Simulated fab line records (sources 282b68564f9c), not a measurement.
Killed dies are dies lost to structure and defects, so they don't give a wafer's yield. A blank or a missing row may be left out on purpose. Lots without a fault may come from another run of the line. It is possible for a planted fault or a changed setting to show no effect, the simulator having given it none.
Chamber matching    flow ritCmos    RIT_GATE_ETCH_19 on rieSi-01 has 4 sister chambers
The step etches poly-Si in SF6/CHF3/O2, stops on SiO2, time 165 s, target depth 312.5 nm. 4 wafers are shown with their chamber, then 7 later ones without.

== WAFERS WITH THEIR CHAMBER ==
wafer   chamber  throttleValvePct (%)
L571.2  1        10.26
L571.3  3        10.43
L577.1  0        10.25
L577.4  2        10.16

== WAFERS MISSING THEIR CHAMBER ==
wafer   throttleValvePct (%)
L577.6  10.28
L579.1  10.26
L579.2  10.43
L579.4  10.15
L581.1  10.44
L581.4  10.25
L581.6  10.24

== WHICH CHAMBER EACH WENT THROUGH ==
wafer   from the rows above      in truth
L577.6  can't be placed: 1 or 0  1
L579.1  can't be placed: 1 or 0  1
L579.2  3                        3
L579.4  2                        2
L581.1  3                        3
L581.4  can't be placed: 0 or 1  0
L581.6  can't be placed: 0 or 1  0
3 of 7 placed correctly. Not placeable from these rows: 4 (in 4, the candidates include the true chamber). Wrongly placed: 0.
How it was worked out, from the rows above alone: a wafer's distance from a chamber is the root of the sum, over the readings, of the square of ((its reading less the chamber's mean) divided by the reading's scatter). The wafer belongs to the nearest chamber; if the next one is less than 2 further off, it can't be placed. Each chamber's mean is taken over the wafers shown for it. The scatter: with one shown wafer a chamber, the root of the mean of the squares of how far each hidden wafer lies from its nearest shown one.
